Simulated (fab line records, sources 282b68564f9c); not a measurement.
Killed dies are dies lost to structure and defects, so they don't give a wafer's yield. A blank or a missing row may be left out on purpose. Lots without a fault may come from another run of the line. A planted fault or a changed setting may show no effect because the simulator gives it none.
fab line records | flow rit_cmos
record lots=6 wafers=18 last_day=7
route steps=202 shown PWELL@49 WELLDRIVE@50 NWELL@51 NRETRO@53 M1@202
lots that met no fault: from a run of the same line without faults
start_h: hours from the record's first day to the start of the lot's first wafer shown | wait_h: hours since the lot's step before | " the same as in the row above | L1.1+2: a row that stands for several wafers | - no value, or no start given | * or withheld: withheld | < > ~ a bound
route shown NAME@n: a module of which the file shows steps, and the number in the route of the first | usual: mean/standard deviation of fault-free wafers | same: alike in all rows | chamber/n: place in a boat | sites: the reading at each site | _std_site: their standard deviation | _edge_site: outer sites' mean less inner sites' | radius_mm: how far each site lies from the wafer's centre | mask NAME#n: copy n | behind: the tool/chamber that last shaped the wafer | hold: why the lot was held/for how many hours/how that ended | device: the transistor (n, p or np) that didn't switch | end of line: the same wafers' tests at the end of the route | a step without rows: its recipe alone | killed: dies lost to structure and defects at the first sort, not the wafer's yield | map: a wafer's dies, x killed, . not, _ none there
set.NAME: the setting as run; set.NAME@STEP: as run at that earlier step | model.NAME: the simulator's own value behind a step, which no gauge read
lots at some steps of the route; a table a step, a row a wafer
services: from which hour (start_h, from the record's first day; less than 0 if before it) a tool's chamber was out of use, for how many hours, and why
## steps
# step RIT_PWELL_TW_MEAS_10
# usual PWELL_TW=937/7.5
# columns lot.wafer tool chamber start_h wait_h PWELL_TW
L976.3 film_metro-01 - 22.89 0.1 932
L976.5 " - " " 940
L976.6 " - " " 933
L979.1 film_metro-04 - 37.80 0.1 931
L979.3 " - " " 932
L979.5 " - " " 931
L982.1 film_metro-02 - 54.49 0.1 939
L982.3 " - " " 940
L982.4 " - " " 944
L994.1 film_metro-04 - 113.22 0.1 927
L994.3 " - " " 934
L994.6 " - " " 934
L995.1 film_metro-01 - 118.23 0.1 930
L995.2 " - " " 924
L995.3 " - " " 919
L999.2 film_metro-04 - 137.58 0.1 939
L999.4 " - " " 935
L999.6 " - " " 941
# step RIT_WELLDRIVE_ANNEAL_00
# recipe temp_c=1100 time_s=14700 ambient=N2
# step RIT_WELLDRIVE_RS_MEAS_01
# recipe thk_meas_gauge=four-point-probe
# usual NWELL_RS=275.4/0.82
# columns lot.wafer tool chamber start_h wait_h NWELL_RS[ohm/sq]
L976.3 film_metro-02 - 28.43 0.0 275.2
L976.5 " - " " 275.5
L976.6 " - " " 276.3
L979.1 film_metro-01 - 42.99 0.0 274.7
L979.3 " - " " 275.0
L979.5 " - " " 275.2
L982.1 film_metro-04 - 59.63 0.0 275.9
L982.3 " - " " 275.0
L982.4 " - " " 276.5
L994.1 film_metro-02 - 118.36 0.0 275.8
L994.3 " - " " 274.6
L994.6 " - " " 275.4
L995.1 film_metro-02 - 123.38 0.0 275.6
L995.2 " - " " 275.3
L995.3 " - " " 274.9
L999.2 film_metro-04 - 143.23 0.0 274.1
L999.4 " - " " 274.6
L999.6 " - " " 273.7
# step RIT_WELLDRIVE_RS_MEAS_02
# recipe thk_meas_gauge=four-point-probe
# usual PWELL_RS=429.8/1.1
# columns lot.wafer tool chamber start_h wait_h PWELL_RS[ohm/sq]
L976.3 film_metro-02 - 28.55 0.1 430.9
L976.5 " - " " 429.8
L976.6 " - " " 431.2
L979.1 film_metro-01 - 43.11 0.1 431.6
L979.3 " - " " 430.2
L979.5 " - " " 431.0
L982.1 film_metro-04 - 59.75 0.1 429.9
L982.3 " - " " 429.8
L982.4 " - " " 430.0
L994.1 film_metro-02 - 118.48 0.1 431.5
L994.3 " - " " 431.2
L994.6 " - " " 431.2
L995.1 film_metro-02 - 123.50 0.1 429.4
L995.2 " - " " 429.2
L995.3 " - " " 429.1
L999.2 film_metro-04 - 143.35 0.1 429.4
L999.4 " - " " 431.3
L999.6 " - " " 430.3
# step RIT_NRETRO_HMDS_00
# recipe prime_time_s=60 prime_temp_c=140
# step RIT_NRETRO_COAT_01
# recipe resist=NOVOLAK spin_rpm=2000 resist_thk_nm=1300
# step RIT_NRETRO_SOFTBAKE_02
# recipe resist=NOVOLAK temp_c=90 time_s=60
# step RIT_NRETRO_EXPOSE_03
# recipe mask_id=M4 na=0.57 target_cd_nm=43900 dose_mj=250
# step RIT_NRETRO_PEB_04
# recipe resist=NOVOLAK temp_c=withheld time_s=withheld
# step RIT_NRETRO_DEVELOP_05
# recipe resist=NOVOLAK develop_time_s=68 dev_temp_c=23
# step RIT_NRETRO_OVL_MEAS_06
# usual NRETRO_OVL=0.1/1.5
# columns lot.wafer tool chamber start_h wait_h NRETRO_OVL[nm]
L976.3 overlay-01 - 29.65 - 0.4
L976.5 " - " " -0.8
L976.6 " - " " -0.6
L979.1 overlay-01 - 44.23 - -3.1
L979.3 " - " " -0.6
L979.5 " - " " -2.3
L982.1 overlay-02 - 60.87 - 2.0
L982.3 " - " " 3.0
L982.4 " - " " 0.4
L994.1 overlay-02 - 119.60 - -1.9
L994.3 " - " " -0.2
L994.6 " - " " -1.2
L995.1 overlay-02 - 124.50 - -0.8
L995.2 " - " " 1.3
L995.3 " - " " 0.0
L999.2 overlay-01 - 144.34 - -0.8
L999.4 " - " " -1.2
L999.6 " - " " -0.9
# step RIT_NRETRO_HARDBAKE_07
# recipe resist=NOVOLAK temp_c=140 time_s=120
# step RIT_NRETRO_IMPLANT_08
# recipe species=P energy_kev=70 dose_cm2=1e+13 tilt_deg=7
# usual beam_on_s=10.04/0.17 dose_ions_cm2=9.996e+12/1e+10 faraday_current_uA=31.6/0.56
# columns lot.wafer tool chamber start_h wait_h beam_on_s dose_ions_cm2 faraday_current_uA
L976.3 implanter-02 0 29.98 0.2 9.97 9.992e+12 31.7
L976.5 " 0 " " 10.18 9.994e+12 31.2
L976.6 " 0 " " 10.27 9.997e+12 31.0
L979.1 implanter-02 0 44.52 0.2 10.08 1.0002e+13 31.4
L979.3 " 0 " " 9.98 1.0005e+13 31.7
L979.5 " 0 " " 10.25 9.994e+12 30.9
L982.1 implanter-04 0 61.16 0.2 10.27 1.0017e+13 31.0
L982.3 " 0 " " 9.95 1.0006e+13 32.0
L982.4 " 0 " " 9.61 1.0001e+13 33.2
L994.1 implanter-04 0 120.00 0.2 9.95 1.4139e+13 45.2
L994.3 " 0 " " 10.01 1.4139e+13 44.9
L994.6 " 0 " " 9.95 1.4138e+13 44.7
L995.1 implanter-04 0 124.78 0.2 9.87 1.4156e+13 45.3
L995.2 " 0 " " 10.27 1.4166e+13 43.7
L995.3 " 0 " " 10.32 1.4166e+13 43.3
L999.2 implanter-02 0 144.64 0.2 10.11 1.0009e+13 31.4
L999.4 " 0 " " 9.86 1e+13 32.3
L999.6 " 0 " " 9.95 9.988e+12 31.9
# step RIT_NRETRO_STRIP_09
# recipe chemistry=O2 time_s=180 resist=NOVOLAK platen_temp_c=withheld power_w=500 pressure_mtorr=4000 o2_flow_sccm=4000
# usual drypump_motor_current_A=6.0/0.41
# same time_s=180
# columns lot.wafer tool chamber start_h wait_h drypump_motor_current_A rf_hours_counter_h
L976.3 plasma_asher-01 1 30.13 0.1 6.1 -
L976.5 " 1 " " 6.1 -
L976.6 " 0 " " 5.9 -
L979.1 plasma_asher-01 1 44.67 0.1 6.2 40
L979.3 " 1 " " 6.1 -
L979.5 " 0 " " 5.9 -
L982.1 plasma_asher-01 0 61.31 0.1 5.9 42
L982.3 " 1 " " 6.1 -
L982.4 " 0 " " 5.9 -
L994.1 plasma_asher-02 0 120.15 0.1 6.0 49
L994.3 " 0 " " 6.0 -
L994.6 " 1 " " 5.8 -
L995.1 plasma_asher-04 1 124.93 0.1 5.5 35
L995.2 " 0 " " 6.8 35
L995.3 " 0 " " 6.8 -
L999.2 plasma_asher-04 0 144.77 0.1 6.8 38
L999.4 " 0 " " 6.8 -
L999.6 " 0 " " 6.8 -
# step RIT_NRETRO_TW_MEAS_10
# usual NRETRO_TW=1040/12
# columns lot.wafer tool chamber start_h wait_h hold NRETRO_TW
L976.3 film_metro-03 - 30.27 0.1 - 1055
L976.5 " - " " - 1056
L976.6 " - " " - 1056
L979.1 film_metro-02 - 44.84 0.1 - 1046
L979.3 " - " " - 1043
L979.5 " - " " - 1046
L982.1 film_metro-03 - 61.48 0.1 - 1046
L982.3 " - " " - 1050
L982.4 " - " " - 1047
L994.1 film_metro-01 - 120.33 0.1 await_dispo/0.2h/release 1154
L994.3 " - " " await_dispo/0.2h/release 1145
L994.6 " - " " await_dispo/0.2h/release 1144
L994.1 film_metro-01 - 120.56 0.2 - 1150
L994.3 " - " " - 1157
L994.6 " - " " - 1147
L995.1 film_metro-01 - 125.11 0.1 await_dispo/0.2h/release 1150
L995.2 " - " " await_dispo/0.2h/release 1150
L995.3 " - " " await_dispo/0.2h/release 1154
L995.1 film_metro-01 - 125.34 0.2 - 1147
L995.2 " - " " - 1149
L995.3 " - " " - 1153
L999.2 film_metro-01 - 144.95 0.1 - 1038
L999.4 " - " " - 1026
L999.6 " - " " - 1031
# step RIT_M1_PROBE_99
# usual killed_at_contacts=0.1/0.38 killed_at_front_end=6.9/2.9 killed_dies=7.1/3 killed_open=3.5/2.1 killed_short=3.5/2
# same gross_dies=264 killed_at_M0_to_M3=0 killed_at_M4_up=0 killed_at_back_side=0 killed_at_other=0
# columns lot.wafer tool chamber start_h wait_h killed_at_contacts killed_at_front_end killed_dies killed_open killed_short
L995.1 prober-02 - 159.14 0.1 0 13 13 5 8
L995.2 prober-02 - 159.19 0.1 0 8 8 5 3
L995.3 prober-02 - 159.24 0.2 0 8 8 5 3
L994.1 prober-01 - 160.16 0.1 0 9 9 2 7
L994.3 prober-01 - 160.26 0.2 0 6 6 3 3
L994.6 prober-01 - 160.41 0.2 1 12 13 5 7
# killed by level:class
L995.1 GATE:geometric_particle:short=4 SPACER:geometric_particle:short=4 REOX:geometric_particle:open=2 SPACER:geometric_particle:open=2 FOX2:geometric_particle:open=1
L995.2 GATE:geometric_particle:open=2 REOX:geometric_particle:short=2 REOX:geometric_particle:open=2 FOX1:geometric_particle:open=1 FOX2:geometric_particle:short=1
L995.3 GATE:geometric_particle:open=3 FOX1:geometric_particle:open=1 FOX1:geometric_particle:short=1 GATE:geometric_particle:short=1 REOX:geometric_particle:short=1 REOX:geometric_particle:open=1
L994.1 SPACER:geometric_particle:short=2 GATE:geometric_particle:short=2 SILICIDE:geometric_particle:short=2 GATE:geometric_particle:open=1 REOX:geometric_particle:short=1 SILICIDE:geometric_particle:open=1
L994.3 REOX:geometric_particle:open=2 FOX2:geometric_particle:short=1 REOX:geometric_particle:short=1 GATE:geometric_particle:open=1 SILICIDE:geometric_particle:short=1
L994.6 GATE:geometric_particle:open=2 GATE:geometric_particle:short=2 REOX:geometric_particle:short=2 SILICIDE:geometric_particle:short=2 FOX1:geometric_particle:open=1 SPACER:geometric_particle:short=1 SPACER:geometric_particle:open=1 SILICIDE:geometric_particle:open=1
## services
# columns tool chamber start_h hours kind
implanter-02 - 10.61 4.1 repair
implanter-04 - 25.48 0.5 repair
implanter-04 - 54.61 3.2 pm
plasma_asher-04 - 67.36 4.3 pm
plasma_asher-01 - 86.36 44.0 repair
implanter-04 - 112.19 1.7 repair
plasma_asher-01 - 130.40 9.0 pm
plasma_asher-01 0 130.40 9.0 vent_cycle
plasma_asher-01 1 130.40 9.0 vent_cycle
plasma_asher-01 0 139.40 - clean
plasma_asher-01 1 139.40 - clean
## key
first_sign step=RIT_NRETRO_IMPLANT_08 reading=dose_ions_cm2 direction=up sigmas=99+ usual=9.996e+12 struck=1.415e+13
effect step=RIT_NRETRO_IMPLANT_08 reading=faraday_current_uA direction=up sigmas=23 usual=31.6 struck=44.5
effect step=RIT_NRETRO_TW_MEAS_10 reading=visit direction=added
effect step=RIT_NRETRO_TW_MEAS_10 reading=NRETRO_TW direction=up sigmas=9.2 usual=1040 struck=1150
met_at RIT_NRETRO_IMPLANT_08
struck_wafers L994.1,L994.3,L994.6,L995.1,L995.2,L995.3
tester_left_out L994,L995
onset_between 61.16 120.00
earlier_fault kind=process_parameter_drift tool=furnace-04 chamber=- onset_h=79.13 steps=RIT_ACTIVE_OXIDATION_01 channel=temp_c offset=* shape=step end_h=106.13 acts_in=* stated=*
fault kind=process_parameter_drift tool=implanter-04 chamber=- onset_h=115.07 steps=RIT_NRETRO_IMPLANT_08 channel=dose_cm2 offset=4.1534e+12 shape=step end_h=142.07 acts_in=these_recipes_only stated=1e+13
# tester_left_out: of these lots the tester's yield and bins aren't shown, on N5 and GAA mostly nor the transistor test; their killed dies are dies lost to structure and defects alone, not to doping, threshold or leakage, so they don't give the yield
